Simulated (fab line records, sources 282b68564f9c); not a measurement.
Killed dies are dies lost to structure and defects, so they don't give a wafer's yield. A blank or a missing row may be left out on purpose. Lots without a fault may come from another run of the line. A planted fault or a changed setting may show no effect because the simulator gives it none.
Which tool did it? | flow rit_cmos | 14 lots, 42 wafers sampled, at 1 step of a route of 202

WHAT THE GAUGES READ, wafer by wafer
The record holds no reading of a measuring or inspecting step that can be judged against a usual standard deviation.

WHICH TOOL RAN EACH LOT (tool, then ch and the chambers of the sampled wafers, then the start)
lot  | RIT_GATE_COAT_11
L915 | litho_track-02 ch 0, day 2 18:33
L917 | litho_track-03 ch 0, day 3 01:05
L918 | litho_track-04 ch 0, day 3 07:17
L919 | litho_track-03 ch 0, day 3 14:17
L920 | litho_track-03 ch 0, day 3 17:29
L928 | litho_track-03 ch 0, day 5 07:37
L929 | litho_track-03 ch 0, day 5 14:50
L930 | litho_track-04 ch 0, day 5 20:11
L931 | litho_track-02 ch 0, day 5 23:05
L932 | litho_track-04 ch 0, day 6 02:21
L933 | litho_track-04 ch 0, day 6 11:41
L935 | litho_track-04 ch 0, day 6 16:51
L937 | litho_track-04 ch 0, day 7 03:05
L938 | litho_track-02 ch 0, day 7 12:26
- RIT_GATE_COAT_11: resist thk 850 nm.

WHAT THE TOOLS THEMSELVES READ (means of the sampled wafers that have a number; where no wafer has one, the mark that the record gives instead)
RIT_GATE_COAT_11. Usual: spin_speed_rpm 4249.9 rpm, standard deviation 2.8.
lot  | tool           | spin_speed_rpm (rpm) | flag
L915 | litho_track-02 | 4248.2               |
L917 | litho_track-03 | 4249.5               |
L918 | litho_track-04 | 4251.4               |
L919 | litho_track-03 | 4252.2               |
L920 | litho_track-03 | 4250.1               |
L928 | litho_track-03 | 4041.1               | OFF
L929 | litho_track-03 | 4045.7               | OFF
L930 | litho_track-04 | 4251.8               |
L931 | litho_track-02 | 4247.2               |
L932 | litho_track-04 | 4251.6               |
L933 | litho_track-04 | 4249.5               |
L935 | litho_track-04 | 4248.0               |
L937 | litho_track-04 | 4251.5               |
L938 | litho_track-02 | 4251.4               |

THE ANSWER, worked out from the rows above alone
Rule: a lot is off if the mean of its wafers that have a number lies more than 3 standard deviations from the usual mean. A lot without any number at a reading at which 4 lots or more have one is off too. The other lots that the step has rows for count as sound. The gauges are gone through in route order, then the tools' own readings, and for those a lot's mean is taken as printed above. The first step at which some lot is off is used, and at that step the reading that is off furthest; a lot without a number counts as furthest.
Off: L928, L929, at RIT_GATE_COAT_11 (spin_speed_rpm).
A tool fits if, at that step or a process step before it, it ran every lot that is off, and no sound lot after the first of them. One fits: litho_track-03 at RIT_GATE_COAT_11. Its last sound lot is L920 (day 3 17:29), its first lot that is off L928 (day 5 07:37): a fault that began between those two fits.
The tool's own readings at RIT_GATE_COAT_11 bear it out: on the lots that are off they differ by more than 5 times the standard deviation of the sound lots' means. spin_speed_rpm reads 4043.4 rpm there against 4250.2 rpm on the sound lots.

WHAT THE SIMULATOR HAD PUT IN
Process parameter drift: litho_track-03, from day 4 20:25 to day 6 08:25, at RIT_GATE_COAT_11. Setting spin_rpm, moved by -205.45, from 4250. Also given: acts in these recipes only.
Lots struck among those shown: L928, L929. The rule above found the same.
